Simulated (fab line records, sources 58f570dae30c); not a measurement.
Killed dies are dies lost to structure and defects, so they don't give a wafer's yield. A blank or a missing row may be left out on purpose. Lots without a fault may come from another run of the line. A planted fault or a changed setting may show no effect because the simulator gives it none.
Problem report in the 8D (eight disciplines) form, filled by code | flow berkeley_cmos170 | the parts of the form that need people (team, actions taken, sign-off) are left out

1. THE PROBLEM
M2_AL_RS at UCB170_M2_RS_MEAS_02 reads a mean of 0.02805 ohm/sq on 6 wafers of 2 lots; wafers without a fault read 0.03237 ohm/sq with a standard deviation of 0.00029. That is -15 standard deviations from the usual mean.
The step: measures by four-point-probe.
First seen on wafer L560.3, day 11 08:59, on film_metro-04. The record holds 42 wafers of 14 lots with a number at this step. Rule for "out", or "out of limits": more than 4 standard deviations from the usual mean. The other wafers with a number count as sound.

2. WHAT IT IS AND WHAT IT IS NOT
question                    | is                           | is not
which readings at this step | M2_AL_RS                     | -
which lots                  | L560, L561                   | L546, L548, L549, L550, L551, L552, L554, L556, L565, L566, L568, L569
which wafers of those lots  | all that have a number       | -
read on which gauges        | film_metro-03, film_metro-04 | film_metro-01
when                        | from day 11 08:59            | up to then (24 sound wafers); but 12 sound wafers of L565, L566, L568, L569 came after

3. SUSPECTS, AND WHAT RULES EACH OUT
Counting: a tool at a process step up to the reading stays a suspect if it ran every lot that is out and no sound lot after the first of them.
- the gauge at UCB170_M2_RS_MEAS_02: ruled out. The wafers that are out were read on 2 gauges (film_metro-03, film_metro-04).
- pvd_sputter-03 at UCB170_M2_SPUTTER_01 (material Al, target thk 900 nm, time 120 s): kept. It ran every lot that is out, first L560 (day 11 08:52), and no sound lot after that; its last sound lot up to then is L556 (day 11 01:44).
Left after counting: pvd_sputter-03 at UCB170_M2_SPUTTER_01.

4. THE CAUSE (what the simulator had put in)
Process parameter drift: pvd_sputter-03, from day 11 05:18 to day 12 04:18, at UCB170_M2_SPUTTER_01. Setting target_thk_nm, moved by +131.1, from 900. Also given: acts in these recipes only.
Counting left only this tool.

5. THE CHAIN OF EFFECTS, in route order
Each row: a reading whose mean over the struck wafers that have a number lies more than 3 standard deviations from the usual. Only readings for which the record gives a usual standard deviation are gone through. hours: the time from each lot's start at the first step in this table that gives one to its start at this step, as a median over the lots. sigmas: the change in usual standard deviations.
hours | step                    | reading        | usual          | on struck wafers | change   | sigmas
0     | UCB170_M2_RS_MEAS_02    | M2_AL_RS       | 0.03237 ohm/sq | 0.02805          | -0.00432 | -15
0     | UCB170_M2_THK_MEAS_03   | M2_AL_THK      | 898 nm         | 1032             | +134     | +16
4     | UCB170_M2_METAL_ETCH_18 | oes_product_au | 0.843 a.u.     | 0.914            | +0.071   | +5.1
The process steps in it:
- UCB170_M2_METAL_ETCH_18: etches Al in Cl2/BCl3, stops on SiO2, target depth 1170 nm, time 195 s.

6. WHAT WOULD HAVE CAUGHT IT SOONER
In this record the first reading out of limits at a measuring or inspecting step was taken at day 11 08:59, 4 hours after the fault began at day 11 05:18.
Of the tool readings at UCB170_M2_SPUTTER_01 for which the record gives a usual standard deviation, none was out on any struck wafer, so an alarm limit of 4 standard deviations on them would not have fired.
Of the lots that are out (2), L561 began UCB170_M2_SPUTTER_01 on pvd_sputter-03 after day 11 08:59. A hold on the tool at that time would have spared it.
